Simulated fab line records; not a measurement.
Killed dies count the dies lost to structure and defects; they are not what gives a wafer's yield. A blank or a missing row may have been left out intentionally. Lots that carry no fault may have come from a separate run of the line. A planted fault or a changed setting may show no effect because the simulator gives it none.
fab line records ; flow rit_cmos
record: lots: 6; wafers: 18; last_day: 6
route steps=202 shown ACTIVE@8 FOX1@20 FOX2@23 M1@202
lots that met no fault: taken from a fault-free run of the same line
start_h: hours from the record's opening day to when the first of the lot's shown wafers began ; wait_h: hours from the lot's prior step to this one ; " unchanged from the row above ; L1.1+2: several wafers, shown together as one row ; - no value, or no start was given ; * or withheld: withheld ; < > ~ a bound
route shown NAME@n: NAME is a module with steps in the file, n the number in the route of the first one ; usual: the fault-free wafers' mean and standard deviation ; same: alike in all rows ; chamber/n: place in a boat ; sites: readings site by site ; _std_site: standard deviation across them ; _edge_site: mean of outer sites minus mean of inner sites ; radius_mm: how far each site lies from the wafer's centre ; mask NAME#n: copy n ; behind: the last tool/chamber to shape the wafer ; hold: the reason the lot was held/the length of the hold in hours/how it ended ; device: which transistor (n, p or np) failed to switch ; end of line: the tests these same wafers got at the end of their route ; where a step has no rows: the recipe by itself ; killed: dies that structure and defects cost at the first sort, which is not the same as the wafer's yield ; map: per-die view of a wafer (x killed, . not killed, _ where there is no die)
set.NAME: the setting that was run; set.NAME@STEP: the one run at that earlier step ; model.NAME: the simulator's own value behind a step, which no gauge read
certain route steps with their lots: each step a table, each wafer a row
services: from which hour (start_h, from the record's first day; less than 0 if before it) a tool's chamber was out of use, for how many hours, and why
== steps ==
step: RIT_ACTIVE_SOFTBAKE_07
recipe: resist: NOVOLAK; temp_c: 90; time_s: 60
step: RIT_ACTIVE_EXPOSE_08
recipe: mask_id: M1; na: 0.6; source_shape: conventional; sigma_outer: 0.6; target_cd_nm: 1400; dose_mj: 225
step: RIT_ACTIVE_PEB_09
recipe: resist: NOVOLAK; temp_c: withheld; time_s: withheld
step: RIT_ACTIVE_DEVELOP_10
recipe: resist: NOVOLAK; develop_time_s: 51; dev_temp_c: 23
step: RIT_ACTIVE_CD_MEAS_11
recipe: target_cd_nm: 1400
usual: cd_nm: 1399.5/2.4
lot.wafer;tool;chamber;start_h;wait_h;cd_nm
L864.1;cd_sem-01;-;20.33;-;1396.7
L864.2;cd_sem-01;-;20.33;-;1397.4
L864.5;cd_sem-01;-;20.33;-;1399.7
L865.1;cd_sem-02;-;24.44;-;1405.3
L865.4;cd_sem-02;-;24.44;-;1403.1
L865.5;cd_sem-02;-;24.44;-;1404.4
L876.3;cd_sem-02;-;79.48;-;1399.6
L876.4;cd_sem-02;-;79.48;-;1399.5
L876.6;cd_sem-02;-;79.48;-;1396.6
L877.1;cd_sem-01;-;84.44;-;1401.7
L877.4;cd_sem-01;-;84.44;-;1399.6
L877.6;cd_sem-01;-;84.44;-;1400.1
L878.1;cd_sem-01;-;89.56;-;1397.9
L878.4;cd_sem-01;-;89.56;-;1397.8
L878.6;cd_sem-01;-;89.56;-;1398.2
L879.1;cd_sem-02;-;94.56;-;1396.0
L879.2;cd_sem-02;-;94.56;-;1397.4
L879.4;cd_sem-02;-;94.56;-;1395.8
step: RIT_ACTIVE_HARDBAKE_12
recipe: resist: NOVOLAK; temp_c: 140; time_s: 60
step: RIT_ACTIVE_ETCH_13
recipe: stop_on: SiO2; chemistry: SF6; target: Si3N4; time_s: 210; over_etch_frac: 0.4; SF6_flow_sccm: 200; pressure_mtorr: 260; rf_w: 125; target_depth_a: 2100
usual: drypump_motor_current_A: 5.9/0.62; oes_product_au: 0.819/0.01; rf_fwd_power_W: 124.7/0.4; throttle_valve_pct: 7.47/0.11
lot.wafer;tool;chamber;start_h;wait_h;drypump_motor_current_A;oes_product_au;rf_fwd_power_W;rf_hours_counter_h;throttle_valve_pct
L864.1;rie_diel-01;1;20.60;0.1;6.3;0.813;125.1;70;7.43
L864.2;rie_diel-01;0;20.60;0.1;6.4;0.819;124.7;5;7.35
L864.5;rie_diel-01;1;20.60;0.1;6.3;0.816;125.0;-;7.42
L865.1;rie_diel-04;3;24.71;0.1;6.8;0.814;125.0;60;7.76
L865.4;rie_diel-04;3;24.71;0.1;6.8;0.809;124.5;-;7.74
L865.5;rie_diel-04;1;24.71;0.1;6.5;0.814;124.8;-;7.60
L876.3;rie_diel-03;1;79.97;0.1;5.3;0.808;124.7;68;7.58
L876.4;rie_diel-03;2;79.97;0.1;5.6;0.836;125.2;119;7.50
L876.6;rie_diel-03;3;79.97;0.1;6.6;0.823;124.6;-;7.38
L877.1;rie_diel-04;0;84.71;0.1;6.5;0.830;124.8;108;7.56
L877.4;rie_diel-04;3;84.71;0.1;6.7;0.822;125.1;61;7.74
L877.6;rie_diel-04;3;84.71;0.1;6.7;0.821;124.5;-;7.74
L878.1;rie_diel-03;0;89.83;0.1;5.5;0.820;125.5;66;7.48
L878.4;rie_diel-03;3;89.83;0.1;6.5;0.815;124.8;108;7.38
L878.6;rie_diel-03;1;89.83;0.1;5.3;0.797;124.5;-;7.57
L879.1;rie_diel-03;1;94.83;0.1;5.3;0.808;124.4;69;7.54
L879.2;rie_diel-03;2;94.83;0.1;5.6;0.824;124.9;119;7.49
L879.4;rie_diel-03;3;94.83;0.1;6.5;0.815;124.4;108;7.40
step: RIT_ACTIVE_STRIP_14
recipe: chemistry: O2; time_s: 180; resist: NOVOLAK; platen_temp_c: withheld; power_w: 500; pressure_mtorr: 4000; o2_flow_sccm: 4000
usual: drypump_motor_current_A: 5.5/0.34
lot.wafer;tool;chamber;start_h;wait_h;drypump_motor_current_A;rf_hours_counter_h
L864.1;plasma_asher-03;0;20.73;0.1;5.0;37
L864.2;plasma_asher-03;1;20.73;0.1;5.8;37
L864.5;plasma_asher-03;0;20.73;0.1;5.0;-
L865.1;plasma_asher-04;0;24.84;0.1;5.7;23
L865.4;plasma_asher-04;0;24.84;0.1;5.7;-
L865.5;plasma_asher-04;1;24.84;0.1;5.3;-
L876.3;plasma_asher-03;1;80.16;0.1;5.8;-
L876.4;plasma_asher-03;0;80.16;0.1;5.0;-
L876.6;plasma_asher-03;1;80.16;0.1;5.8;-
L877.1;plasma_asher-04;0;84.84;0.1;5.8;29
L877.4;plasma_asher-04;0;84.84;0.1;5.8;-
L877.6;plasma_asher-04;0;84.84;0.1;5.7;-
L878.1;plasma_asher-04;1;89.97;0.1;5.3;30
L878.4;plasma_asher-04;1;89.97;0.1;5.3;-
L878.6;plasma_asher-04;1;89.97;0.1;5.3;-
L879.1;plasma_asher-03;0;94.97;0.1;5.0;45
L879.2;plasma_asher-03;1;94.97;0.1;5.8;45
L879.4;plasma_asher-03;1;94.97;0.1;5.8;-
step: RIT_ACTIVE_CD_MEAS_90
recipe: target_cd_nm: 1400
usual: cd_nm: 1399.5/2.4
lot.wafer;tool;chamber;start_h;wait_h;cd_nm
L864.1;cd_sem-01;-;20.91;0.1;1397.4
L864.2;cd_sem-01;-;20.91;0.1;1397.9
L864.5;cd_sem-01;-;20.91;0.1;1399.8
L865.1;cd_sem-01;-;25.02;0.1;1405.3
L865.4;cd_sem-01;-;25.02;0.1;1403.1
L865.5;cd_sem-01;-;25.02;0.1;1404.8
L876.3;cd_sem-01;-;80.32;0.1;1399.6
L876.4;cd_sem-01;-;80.32;0.1;1399.7
L876.6;cd_sem-01;-;80.32;0.1;1396.8
L877.1;cd_sem-02;-;85.02;0.1;1401.5
L877.4;cd_sem-02;-;85.02;0.1;1399.6
L877.6;cd_sem-02;-;85.02;0.1;1400.3
L878.1;cd_sem-01;-;90.14;0.1;1397.9
L878.4;cd_sem-01;-;90.14;0.1;1398.0
L878.6;cd_sem-01;-;90.14;0.1;1398.4
L879.1;cd_sem-01;-;95.14;0.1;1396.0
L879.2;cd_sem-01;-;95.14;0.1;1397.6
L879.4;cd_sem-01;-;95.14;0.1;1395.9
step: RIT_ACTIVE_CLEAN_15
recipe: chemistry: SC1; mix: 3:3:50; time_s: 600; temp_c: 75
step: RIT_ACTIVE_CLEAN_16
recipe: chemistry: dHF; dilution: 50:1; time_s: 30
step: RIT_ACTIVE_CLEAN_17
recipe: chemistry: SC2; mix: 3:3:50; time_s: 600; temp_c: 75; dry: n2_spin
step: RIT_FOX1_OXIDATION_00
recipe: temp_c: 1100; ambient: H2O; target_thk_a: 3507; p_h2o_torr: 720; ox_time_s: 1130
usual: ox_time_s: 1130/0; tube_center_temp_C: 1100/0.1; tube_center_temp_C_max: 1102.8/0.5
lot.wafer;tool;chamber;start_h;wait_h;ox_time_s;tube_center_temp_C;tube_center_temp_C_max;model.SiO2_of_FOX1_OXIDATION_00.thk_nm;model.Si3N4_of_ACTIVE_CVD_03.thk_nm
L864.1;furnace-03;0;21.40;0.0;1130;1099.9;1102.6;358.6;141.9
L864.2;furnace-03;0;21.40;0.0;1130;1099.9;1103.1;355.1;142.5
L864.5;furnace-03;0;21.40;0.0;1130;1099.9;1103.5;353.4;143.2
L865.1;furnace-02;0;25.51;0.0;1130;1100.1;1102.7;343.7;141
L865.4;furnace-02;0;25.51;0.0;1130;1100;1102.8;341.5;141.8
L865.5;furnace-02;0;25.51;0.0;1130;1100;1103.3;341.7;140.9
L876.3;furnace-03;0;81.14;0.4;1130;1099.9;1102.8;343.9;144.5
L876.4;furnace-03;0;81.14;0.4;1130;1100;1102.5;347.9;145.1
L876.6;furnace-03;0;81.14;0.4;1130;1100;1102.7;339.1;145.3
L877.1;furnace-02;0;85.51;0.0;508.5;1100;1103.0;204.4;145.9
L877.4;furnace-02;0;85.51;0.0;508.5;1099.8;1102.4;203.2;145.6
L877.6;furnace-02;0;85.51;0.0;508.5;1099.9;1102.1;196.8;145.7
L878.1;furnace-02;0;90.63;0.0;508.5;1100;1103.1;213.6;144.1
L878.4;furnace-02;0;90.63;0.0;508.5;1099.9;1102.2;219.9;145.7
L878.6;furnace-02;0;90.63;0.0;508.5;1100;1102.3;214.6;146.4
L879.1;furnace-01;0;95.66;0.0;1130;1099.9;1103.1;342.2;143.4
L879.2;furnace-01;0;95.66;0.0;1130;1099.9;1101.9;342.8;141.4
L879.4;furnace-01;0;95.66;0.0;1130;1100;1103.9;336.9;142.9
step: RIT_FOX1_THK_MEAS_01
recipe: reads: SiO2_of_FOX1_OXIDATION_00
usual: FOX1_OXIDE_THK: 347/5.7
lot.wafer;tool;chamber;start_h;wait_h;FOX1_OXIDE_THK[nm]
L864.1;film_metro-03;-;22.71;0.0;359
L864.2;film_metro-03;-;22.71;0.0;355
L864.5;film_metro-03;-;22.71;0.0;353
L865.1;film_metro-03;-;26.82;0.0;344
L865.4;film_metro-03;-;26.82;0.0;341
L865.5;film_metro-03;-;26.82;0.0;342
L876.3;film_metro-01;-;82.47;0.0;344
L876.4;film_metro-01;-;82.47;0.0;348
L876.6;film_metro-01;-;82.47;0.0;339
L877.1;film_metro-04;-;86.82;0.0;204
L877.4;film_metro-04;-;86.82;0.0;203
L877.6;film_metro-04;-;86.82;0.0;197
L878.1;film_metro-01;-;91.94;0.0;214
L878.4;film_metro-01;-;91.94;0.0;220
L878.6;film_metro-01;-;91.94;0.0;215
L879.1;film_metro-04;-;96.98;0.0;342
L879.2;film_metro-04;-;96.98;0.0;343
L879.4;film_metro-04;-;96.98;0.0;337
step: RIT_FOX1_WET_ETCH_02
recipe: chemistry: BOE; target_depth_nm: 350; time_s: 390; temp_c: 21.5; dry: n2_spin; dilution: 10:1; target: SiO2
step: RIT_FOX2_OXIDATION_00
recipe: temp_c: 1100; ambient: H2O; target_thk_a: 3507; p_h2o_torr: 720; ox_time_s: 1130
step: RIT_FOX2_THK_MEAS_01
recipe: reads: SiO2_of_FOX2_OXIDATION_00
usual: FOX2_OXIDE_THK: 350/5.9
lot.wafer;tool;chamber;start_h;wait_h;FOX2_OXIDE_THK[nm]
L864.1;film_metro-04;-;24.20;0.0;364
L864.2;film_metro-04;-;24.20;0.0;357
L864.5;film_metro-04;-;24.20;0.0;358
L865.1;film_metro-04;-;28.37;0.0;357
L865.4;film_metro-04;-;28.37;0.0;352
L865.5;film_metro-04;-;28.37;0.0;351
L876.3;film_metro-04;-;84.09;0.0;361
L876.4;film_metro-04;-;84.09;0.0;352
L876.6;film_metro-04;-;84.09;0.0;357
L877.1;film_metro-02;-;88.31;0.0;352
L877.4;film_metro-02;-;88.31;0.0;345
L877.6;film_metro-02;-;88.31;0.0;346
L878.1;film_metro-04;-;93.43;0.0;347
L878.4;film_metro-04;-;93.43;0.0;353
L878.6;film_metro-04;-;93.43;0.0;346
L879.1;film_metro-02;-;98.47;0.0;350
L879.2;film_metro-02;-;98.47;0.0;356
L879.4;film_metro-02;-;98.47;0.0;347
step: RIT_FOX2_CLEAN_02
recipe: chemistry: dHF; dilution: 50:1; time_s: 173
lot.wafer;tool;chamber;start_h;wait_h;model.Si3N4_of_ACTIVE_CVD_03.thk_nm
L864.1;wet_bench-01;0;24.26;0.1;130.1
L864.2;wet_bench-01;0;24.26;0.1;130.7
L864.5;wet_bench-01;0;24.26;0.1;131.5
L865.1+5;wet_bench-02;1;28.43;0.1;129.2
L865.4;wet_bench-02;1;28.43;0.1;130
L876.3;wet_bench-04;0;84.13;0.0;132.7
L876.4;wet_bench-04;0;84.13;0.0;133.3
L876.6;wet_bench-04;0;84.13;0.0;133.6
L877.1;wet_bench-02;1;88.37;0.1;134.1
L877.4+6;wet_bench-02;1;88.37;0.1;133.9
L878.1;wet_bench-04;0;93.49;0.1;132.5
L878.4;wet_bench-04;0;93.49;0.1;134.1
L878.6;wet_bench-04;0;93.49;0.1;134.8
L879.1;wet_bench-04;0;98.53;0.1;131.7
L879.2;wet_bench-04;0;98.53;0.1;129.7
L879.4;wet_bench-04;0;98.53;0.1;131.2
step: RIT_FOX2_WET_ETCH_03
recipe: chemistry: H3PO4; target: Si3N4; target_depth_nm: 195; temp_c: 165; time_s: 2700
step: RIT_M1_PROBE_99
usual: killed_at_contacts: 0.1/0.34; killed_at_front_end: 7/3; killed_dies: 7/3.1; killed_open: 3.4/1.9; killed_short: 3.4/2.1
same: gross_dies: 264; killed_at_M0_to_M3: 0; killed_at_M4_up: 0; killed_at_back_side: 0; killed_at_other: 0
lot.wafer;tool;chamber;start_h;wait_h;killed_at_contacts;killed_at_front_end;killed_dies;killed_open;killed_short;model.etest.pplus_sal.width_nm;model.etest.nplus_sal.width_nm;model.etest.nldd.width_nm;model.etest.pldd.width_nm;model.etest.nmos_narrow.drive_ua_um;model.etest.pmos_narrow.drive_ua_um;model.etest.field_p_metal.vt_v;model.etest.field_p.vt_v
L864.1;prober-01;-;61.36;0.1;0;9;9;6;3;3426;3435;3158;3159;237.2;103;-29.23;-12.82
L864.2;prober-01;-;61.41;0.1;0;6;6;1;5;3457;3441;3188;3168;238.7;104.6;-29.4;-12.77
L864.5;prober-01;-;61.56;0.2;0;6;6;2;4;3434;3444;3167;3180;238.3;103;-29.71;-12.8
L865.1;prober-02;-;68.57;0.1;1;5;6;2;4;3459;3443;3180;3187;237.1;105.6;-29.61;-12.83
L865.4;prober-02;-;68.72;0.2;0;10;10;7;3;3447;3477;3192;3200;228.5;103.1;-30.15;-12.86
L865.5;prober-02;-;68.77;0.2;0;12;12;6;6;3488;3490;3203;3175;242.1;107.6;-29.99;-12.87
L876.3;prober-01;-;126.21;0.2;0;5;5;2;3;3451;3468;3198;3214;235;107.7;-30.4;-13.17
L876.4;prober-01;-;126.26;0.2;0;6;6;2;4;3432;3452;3214;3217;237.5;107.4;-31.56;-13.19
L876.6;prober-01;-;126.36;0.2;0;3;3;0;3;3453;3464;3239;3213;233.8;105.2;-31.07;-13.24
L877.1;prober-02;-;129.86;0.1;0;10;10;4;6;3604;3625;3307;3298;251.4;112;-31.24;-13.39
L877.4;prober-02;-;130.01;0.2;0;9;9;5;3;3634;3631;3300;3325;252.5;113;-31.23;-13.3
L877.6;prober-02;-;130.11;0.2;1;9;10;6;4;3630;3634;3300;3306;251.3;112.8;-31.72;-13.32
L878.1;prober-01;-;132.24;0.1;0;6;6;3;3;3598;3580;3294;3295;257.1;114.8;-31.86;-13.48
L878.4;prober-01;-;132.39;0.2;0;6;6;2;4;3596;3597;3276;3284;256.9;113.2;-31.75;-13.56
L878.6;prober-01;-;132.49;0.2;0;10;10;5;5;3615;3591;3306;3287;260.1;115.4;-32.02;-13.44
L879.1;prober-02;-;138.22;0.1;0;9;9;3;6;3439;3459;3181;3220;232;107.2;-29.2;-12.49
L879.2;prober-02;-;138.27;0.1;0;10;10;6;4;3442;3470;3209;3200;232.4;106.5;-29.13;-12.53
L879.4;prober-02;-;138.37;0.2;0;2;2;2;0;3474;3478;3205;3206;234.3;104.5;-29.43;-12.45
killed by level:class
L864.1 SILICIDE:geometric_particle:open=3 FOX1:geometric_particle:open=1 FOX1:geometric_particle:short=1 GATE:geometric_particle:short=1 GATE:geometric_particle:open=1 SPACER:geometric_particle:open=1 SILICIDE:geometric_particle:short=1
L864.2 GATE:geometric_particle:short=2 FOX2:geometric_particle:short=1 SPACER:geometric_particle:short=1 SPACER:geometric_particle:open=1 SILICIDE:geometric_particle:short=1
L864.5 GATE:geometric_particle:open=2 REOX:geometric_particle:short=2 FOX1:geometric_particle:short=1 FOX2:geometric_particle:short=1
L865.1 GATE:geometric_particle:short=3 FOX1:geometric_particle:open=1 SILICIDE:geometric_particle:short=1 CONTACT:geometric_particle:open=1
L865.4 FOX1:geometric_particle:open=3 GATE:geometric_particle:open=2 SPACER:geometric_particle:open=2 FOX1:geometric_particle:short=1 GATE:geometric_particle:short=1 SPACER:geometric_particle:short=1
L865.5 GATE:geometric_particle:open=6 FOX1:geometric_particle:short=2 GATE:geometric_particle:short=2 SILICIDE:geometric_particle:short=2
L876.3 GATE:geometric_particle:short=2 SILICIDE:geometric_particle:open=2 REOX:geometric_particle:short=1
L876.4 GATE:geometric_particle:short=3 FOX1:geometric_particle:short=1 FOX1:geometric_particle:open=1 GATE:geometric_particle:open=1
L876.6 GATE:geometric_particle:short=2 FOX1:geometric_particle:short=1
L877.1 GATE:geometric_particle:open=3 FOX1:geometric_particle:short=2 FOX2:geometric_particle:short=2 SILICIDE:geometric_particle:short=2 SPACER:geometric_particle:open=1
L877.4 GATE:geometric_particle:open=2 FOX1:geometric_particle:open=1 FOX2:geometric_particle:open=1 GATE:geometric_particle:short=1 REOX:geometric_particle:short=1 SILICIDE:geometric_particle:short=1 SILICIDE:geometric_particle:open=1 NSD:coat_microbubble_printed=1
L877.6 GATE:geometric_particle:open=3 FOX1:geometric_particle:short=1 FOX2:geometric_particle:open=1 FOX2:geometric_particle:short=1 REOX:geometric_particle:open=1 SILICIDE:geometric_particle:open=1 SILICIDE:geometric_particle:short=1 CONTACT:geometric_particle:short=1
L878.1 GATE:geometric_particle:short=3 FOX1:geometric_particle:open=1 SPACER:geometric_particle:open=1 SILICIDE:geometric_particle:open=1
L878.4 GATE:geometric_particle:short=2 FOX1:geometric_particle:short=1 FOX2:geometric_particle:short=1 GATE:geometric_particle:open=1 SPACER:geometric_particle:open=1
L878.6 GATE:geometric_particle:short=2 SILICIDE:geometric_particle:open=2 FOX1:geometric_particle:open=1 FOX2:geometric_particle:open=1 REOX:geometric_particle:short=1 SPACER:geometric_particle:short=1 SPACER:geometric_particle:open=1 SILICIDE:geometric_particle:short=1
L879.1 REOX:geometric_particle:short=3 FOX1:geometric_particle:short=2 GATE:geometric_particle:open=2 GATE:geometric_particle:short=1 REOX:geometric_particle:open=1
L879.2 FOX1:geometric_particle:open=4 FOX1:geometric_particle:short=2 GATE:geometric_particle:open=2 GATE:geometric_particle:short=1 SILICIDE:geometric_particle:short=1
L879.4 FOX2:geometric_particle:open=1 SILICIDE:geometric_particle:open=1
== services ==
tool;chamber;start_h;hours;kind
rie_diel-01;-;-2.55;14.6;pm
furnace-03;-;4.21;7.0;pm
rie_diel-04;3;6.10;3.4;repair
rie_diel-01;2;12.85;1.7;repair
furnace-02;-;13.54;3.9;pm
rie_diel-04;0;24.03;4.2;repair
rie_diel-03;0;38.68;1.7;repair
furnace-01;-;52.12;4.1;pm
rie_diel-04;1;74.75;5.0;repair
furnace-03;-;87.68;3.7;pm
== key ==
first_sign: step: RIT_FOX1_OXIDATION_00; reading: ox_time_s; direction: down; sigmas: 99+; usual: *; struck: *
effect: step: RIT_FOX1_THK_MEAS_01; reading: FOX1_OXIDE_THK; direction: down; sigmas: 24; usual: 347; struck: 209
model_effect: step: RIT_FOX1_OXIDATION_00; value: SiO2_of_FOX1_OXIDATION_00.thk_nm; without: 346.6; struck: 208.8
model_effect: step: RIT_FOX2_CLEAN_02; value: Si3N4_of_ACTIVE_CVD_03.thk_nm; without: 131.3; struck: 133.9
model_effect: step: RIT_M1_PROBE_99; value: etest.pplus_sal.width_nm; without: 3460; struck: 3613
met_at RIT_FOX1_OXIDATION_00
struck_wafers L877.1,L877.4,L877.6,L878.1,L878.4,L878.6
tester_left_out L877,L878
onset_between 25.51 85.51
fault: kind: process_parameter_drift; tool: furnace-02; chamber: -; onset_h: 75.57; steps: RIT_FOX1_OXIDATION_00; channel: ox_time_s; offset: *; shape: step; end_h: 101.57; acts_in: *; stated: *
tester_left_out: of these lots the tester's yield and bins aren't shown, on N5 and GAA mostly nor the transistor test; their killed dies are dies lost to structure and defects alone, not to doping, threshold or leakage, so they don't give the yield
